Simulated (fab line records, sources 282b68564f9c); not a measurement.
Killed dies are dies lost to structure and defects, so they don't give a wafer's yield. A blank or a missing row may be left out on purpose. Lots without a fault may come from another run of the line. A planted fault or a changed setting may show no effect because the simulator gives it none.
One fault seen from 2 desks | flow rit_cmos | each desk has only its own numbers; what lay behind them comes last

THE METROLOGY DESK
What the gauges read, lot by lot, whatever tool the lot ran on: means of the sampled wafers that have a number. A lot is out of limits, marked OUT, if its mean lies more than 4 standard deviations from the usual mean; the brackets give that distance.
Columns: A = FOX2_OXIDE_THK at RIT_FOX2_THK_MEAS_01, usual 354 nm; B = FIELD_OXIDE_LEFT_1_THK at RIT_FOX2_THK_MEAS_90, usual 327 nm; C = FIELD_OXIDE_LEFT_2_THK at RIT_FOX2_THK_MEAS_91, usual 259 nm
lot  | first seen here | A             | B             | C
L680 | day 1 19:34     | 365           | 337           | 269
L681 | day 1 23:27     | 355           | 327           | 259
L682 | day 2 04:32     | 350           | 323           | 254
L687 | day 3 05:22     | 353           | 326           | 258
L691 | day 4 01:28     | 286 (-11) OUT | 259 (-11) OUT | 191 (-11) OUT
L692 | day 4 06:24     | 283 (-11) OUT | 255 (-12) OUT | 188 (-12) OUT
L693 | day 4 11:50     | 352           | 325           | 257
L694 | day 4 16:26     | 352           | 325           | 257
L696 | day 5 02:27     | 360           | 332           | 265
L697 | day 5 08:24     | 364           | 336           | 268
L698 | day 5 12:29     | 352           | 324           | 256
L700 | day 5 23:02     | 360           | 332           | 265
L701 | day 6 03:19     | 348           | 321           | 253
L703 | day 6 13:41     | 353           | 326           | 257
This desk's finding: out of limits on L691, L692; first on L691, day 4 01:28 (FOX2_OXIDE_THK at RIT_FOX2_THK_MEAS_01). In limits: L680, L681, L682, L687, L693, L694, L696, L697, L698, L700, L701, L703.

THE TOOL OWNER'S DESK: furnace-04
The tool's own readings at RIT_FOX2_OXIDATION_00 (target thk 350.7 nm, ox time 1130 s): means of the sampled wafers that have a number, for each lot that ran on this tool. A lot is out of limits, marked OUT, if its mean lies more than 4 standard deviations from the usual mean; the brackets give that distance.
Columns: A = spike_tc_centre_C at RIT_FOX2_OXIDATION_00, usual 1102.4 C; B = spike_tc_load_C at RIT_FOX2_OXIDATION_00, usual 1129.2 C; C = spike_tc_source_C at RIT_FOX2_OXIDATION_00, usual 1127.4 C; D = tube_center_temp_C at RIT_FOX2_OXIDATION_00, usual 1100 C; E = tube_center_temp_C_max at RIT_FOX2_OXIDATION_00, usual 1102.8; F = zone_power_load_pct at RIT_FOX2_OXIDATION_00, usual 41.3 %
lot  | first seen here | A                | B                | C                | D                      | E                | F
L691 | day 4 00:09     | 1065.9 (-38) OUT | 1090.5 (-19) OUT | 1090.4 (-17) OUT | 1065 (-99 or more) OUT | 1068.1 (-76) OUT | 38.0 (-6.7) OUT
L692 | day 4 05:03     | 1066.6 (-37) OUT | 1090.1 (-20) OUT | 1091.1 (-17) OUT | 1065 (-99 or more) OUT | 1067.7 (-76) OUT | 37.8 (-7.1) OUT
This desk's finding: out of limits on L691, L692; first on L691, day 4 00:09 (spike_tc_centre_C at RIT_FOX2_OXIDATION_00). In limits: none.

PUT TOGETHER
The tool owner's desk could have raised an alarm at day 4 00:09, on L691, L692.
The metrology desk could have raised an alarm at day 4 01:28, on L691, L692.
Of the lots named, all ran RIT_FOX2_OXIDATION_00 on furnace-04.

WHAT THE SIMULATOR HAD PUT IN
Process parameter drift: furnace-04, from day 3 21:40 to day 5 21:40, at RIT_FOX2_OXIDATION_00. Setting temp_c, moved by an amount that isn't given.
Lots struck among those shown: L691, L692.
Hours from the fault's start to each desk's first reading out of limits: the tool owner's desk, 2; the metrology desk, 4.
